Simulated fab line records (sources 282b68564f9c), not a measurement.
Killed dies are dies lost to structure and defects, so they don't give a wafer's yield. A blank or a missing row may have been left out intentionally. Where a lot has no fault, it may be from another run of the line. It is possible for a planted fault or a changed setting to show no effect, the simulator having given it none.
Split-lot study || flow rit-cmos || route with 202 steps; 5 lots, 23 wafers read

## SPLIT DETAILS
At RIT_PLDD_IMPLANT_08, the setting energy-kev was moved away from the recipe's 20 on 7 of the 23 wafers read, by -5.0% to +5.0%. The other wafers ran this setting at the recipe's value.

## FROM THE SPLIT TO THE READING: what the file shows between them, 7 steps
- RIT_SPACER_ETCHBACK_05: etches Si3N4 in SF6/CHF3, stops on SiO2, target depth 250 nm, time 240 s (also split here: time-s)
- RIT_NSD_IMPLANT_08 (also split here: energy-kev)
- RIT_PSD_IMPLANT_08 (also split here: energy-kev)
- RIT_SDANNEAL_CLEAN_02: cleans in SC2, time 600 s (also split here: time-s)
- RIT_SDANNEAL_RTA_03: time 5 s
- RIT_SDANNEAL_RS_MEAS_04: measures by four-point-probe
- RIT_SDANNEAL_RS_MEAS_05: measures by four-point-probe

## THE READING
PLDD_RS in ohm/sq, measured at RIT_SDANNEAL_RS_MEAS_06 by four-point-probe. On this fab line, fault-free wafers typically give 178.8 ohm/sq with a standard deviation of 0.59 ohm/sq.

{"wafer": "L076.1", "tool, chamber at the split": "implanter-02, 0", "energy-kev as run": 20, "against the recipe": "recipe", "PLDD_RS, ohm/sq": 178.4, "against lot-mates on the recipe": "-"}
{"wafer": "L076.3", "tool, chamber at the split": "implanter-02, 0", "energy-kev as run": 19, "against the recipe": "-5.0%", "PLDD_RS, ohm/sq": 181.2, "against lot-mates on the recipe": "+3.1"}
{"wafer": "L076.4", "tool, chamber at the split": "implanter-02, 0", "energy-kev as run": 20, "against the recipe": "recipe", "PLDD_RS, ohm/sq": 178.0, "against lot-mates on the recipe": "-"}
{"wafer": "L076.5", "tool, chamber at the split": "implanter-02, 0", "energy-kev as run": 19, "against the recipe": "-5.0%", "PLDD_RS, ohm/sq": 181.1, "against lot-mates on the recipe": "+3.0"}
{"wafer": "L076.6", "tool, chamber at the split": "implanter-02, 0", "energy-kev as run": 20, "against the recipe": "recipe", "PLDD_RS, ohm/sq": 177.9, "against lot-mates on the recipe": "-"}
{"wafer": "L077.1", "tool, chamber at the split": "implanter-03, 0", "energy-kev as run": 20, "against the recipe": "recipe", "PLDD_RS, ohm/sq": 178.5, "against lot-mates on the recipe": "-"}
{"wafer": "L077.5", "tool, chamber at the split": "implanter-03, 0", "energy-kev as run": 20, "against the recipe": "recipe", "PLDD_RS, ohm/sq": 178.8, "against lot-mates on the recipe": "-"}
{"wafer": "L077.6", "tool, chamber at the split": "implanter-03, 0", "energy-kev as run": 20, "against the recipe": "recipe", "PLDD_RS, ohm/sq": 178.8, "against lot-mates on the recipe": "-"}
{"wafer": "L078.1", "tool, chamber at the split": "implanter-04, 0", "energy-kev as run": 20, "against the recipe": "recipe", "PLDD_RS, ohm/sq": 179.9, "against lot-mates on the recipe": "-"}
{"wafer": "L078.2", "tool, chamber at the split": "implanter-04, 0", "energy-kev as run": 20, "against the recipe": "recipe", "PLDD_RS, ohm/sq": 180.0, "against lot-mates on the recipe": "-"}
{"wafer": "L078.4", "tool, chamber at the split": "implanter-04, 0", "energy-kev as run": 20, "against the recipe": "recipe", "PLDD_RS, ohm/sq": 180.0, "against lot-mates on the recipe": "-"}
{"wafer": "L078.5", "tool, chamber at the split": "implanter-04, 0", "energy-kev as run": 20, "against the recipe": "recipe", "PLDD_RS, ohm/sq": 180.1, "against lot-mates on the recipe": "-"}
{"wafer": "L078.6", "tool, chamber at the split": "implanter-04, 0", "energy-kev as run": 20, "against the recipe": "recipe", "PLDD_RS, ohm/sq": 179.3, "against lot-mates on the recipe": "-"}
{"wafer": "L081.1", "tool, chamber at the split": "implanter-02, 0", "energy-kev as run": 21.01, "against the recipe": "+5.0%", "PLDD_RS, ohm/sq": 175.8, "against lot-mates on the recipe": -2.9}
{"wafer": "L081.2", "tool, chamber at the split": "implanter-02, 0", "energy-kev as run": 20, "against the recipe": "recipe", "PLDD_RS, ohm/sq": 178.2, "against lot-mates on the recipe": "-"}
{"wafer": "L081.4", "tool, chamber at the split": "implanter-02, 0", "energy-kev as run": 20, "against the recipe": "recipe", "PLDD_RS, ohm/sq": 179.0, "against lot-mates on the recipe": "-"}
{"wafer": "L081.5", "tool, chamber at the split": "implanter-02, 0", "energy-kev as run": 21.01, "against the recipe": "+5.0%", "PLDD_RS, ohm/sq": 175.4, "against lot-mates on the recipe": -3.3}
{"wafer": "L081.6", "tool, chamber at the split": "implanter-02, 0", "energy-kev as run": 20, "against the recipe": "recipe", "PLDD_RS, ohm/sq": 178.8, "against lot-mates on the recipe": "-"}
{"wafer": "L085.2", "tool, chamber at the split": "implanter-03, 0", "energy-kev as run": 20, "against the recipe": "recipe", "PLDD_RS, ohm/sq": 178.7, "against lot-mates on the recipe": "-"}
{"wafer": "L085.3", "tool, chamber at the split": "implanter-03, 0", "energy-kev as run": 20.97, "against the recipe": "+4.8%", "PLDD_RS, ohm/sq": 175.7, "against lot-mates on the recipe": -2.6}
{"wafer": "L085.4", "tool, chamber at the split": "implanter-03, 0", "energy-kev as run": 20, "against the recipe": "recipe", "PLDD_RS, ohm/sq": 177.8, "against lot-mates on the recipe": "-"}
{"wafer": "L085.5", "tool, chamber at the split": "implanter-03, 0", "energy-kev as run": 20.97, "against the recipe": "+4.8%", "PLDD_RS, ohm/sq": 175.3, "against lot-mates on the recipe": -2.9}
{"wafer": "L085.6", "tool, chamber at the split": "implanter-03, 0", "energy-kev as run": 20.97, "against the recipe": "+4.8%", "PLDD_RS, ohm/sq": 175.0, "against lot-mates on the recipe": -3.2}

FIT RESULTS
A straight line over all 23 wafers: PLDD_RS changes by -0.613 ohm/sq for each +1% of energy-kev; r = -0.92; the points scatter about the line by 0.73 ohm/sq.
The same after taking each lot's own level away (the mean of its wafers on the recipe; 23 wafers): -0.606 ohm/sq for each +1%; r = -0.99; scatter 0.28 ohm/sq.
On that fit, the largest move of energy-kev shifts the reading by 3.1 ohm/sq.
Measured against the standard deviation above, the lots' own levels, which go from 178.10 to 179.86 ohm/sq, span 3.0 times it.
The two slopes are in agreement: the lot-to-lot level therefore moves the slope only a little.
Check: -3.09 ohm/sq against its lot-mates is what the line predicts for one of the wafers moved furthest among these (+5.0%) when that wafer is left out of the fit. Against them it came out at -2.87 ohm/sq.

## THESE WAFERS: OTHER SPLITS
Note: prior to the reading, these wafers also went through further splits. Each is held against what the fit with the lots' levels taken away leaves over:
{"other split on the same wafers": "RIT_PLDD_COAT_01 resist-thk-nm", "wafers away from the commonest value": 10, "r with PLDD_RS (lot level and that fit taken away)": -0.05}
{"other split on the same wafers": "RIT_SPACER_ETCHBACK_05 time-s", "wafers away from the commonest value": 7, "r with PLDD_RS (lot level and that fit taken away)": "+0.17"}
{"other split on the same wafers": "RIT_NSD_IMPLANT_08 energy-kev", "wafers away from the commonest value": 11, "r with PLDD_RS (lot level and that fit taken away)": -0.23}
{"other split on the same wafers": "RIT_PSD_IMPLANT_08 energy-kev", "wafers away from the commonest value": 8, "r with PLDD_RS (lot level and that fit taken away)": -0.13}
{"other split on the same wafers": "RIT_SDANNEAL_CLEAN_02 time-s", "wafers away from the commonest value": 15, "r with PLDD_RS (lot level and that fit taken away)": "+0.00"}

## THE WHOLE CHAIN: every reading that the file lists as answering this split, in the file's order
{"step": "RIT_PLDD_IMPLANT_08", "what it does": "", "reading": "implant.rp-nm (the simulator's own value, which no gauge read)", "change (the file's fit)": "+0.135 nm for each +1% of the setting", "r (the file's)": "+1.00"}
{"step": "RIT_PLDD_IMPLANT_08", "what it does": "", "reading": "implant.drp-nm (the simulator's own value, which no gauge read)", "change (the file's fit)": "+0.0683 nm for each +1% of the setting", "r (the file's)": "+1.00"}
{"step": "RIT_SDANNEAL_RS_MEAS_06", "what it does": "measures by four-point-probe", "reading": "PLDD_RS", "change (the file's fit)": "-0.602 for each +1% of the setting", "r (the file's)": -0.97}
{"step": "RIT_M1_PROBE_99", "what it does": "", "reading": "etest.pldd.rs-ohm-sq (the simulator's own value, which no gauge read)", "change (the file's fit)": "-9.22 for each +1% of the setting", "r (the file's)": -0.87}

## FILE'S OWN FIT
PLDD_RS changes by -0.602 ohm/sq for each +1% of energy-kev, r = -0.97.
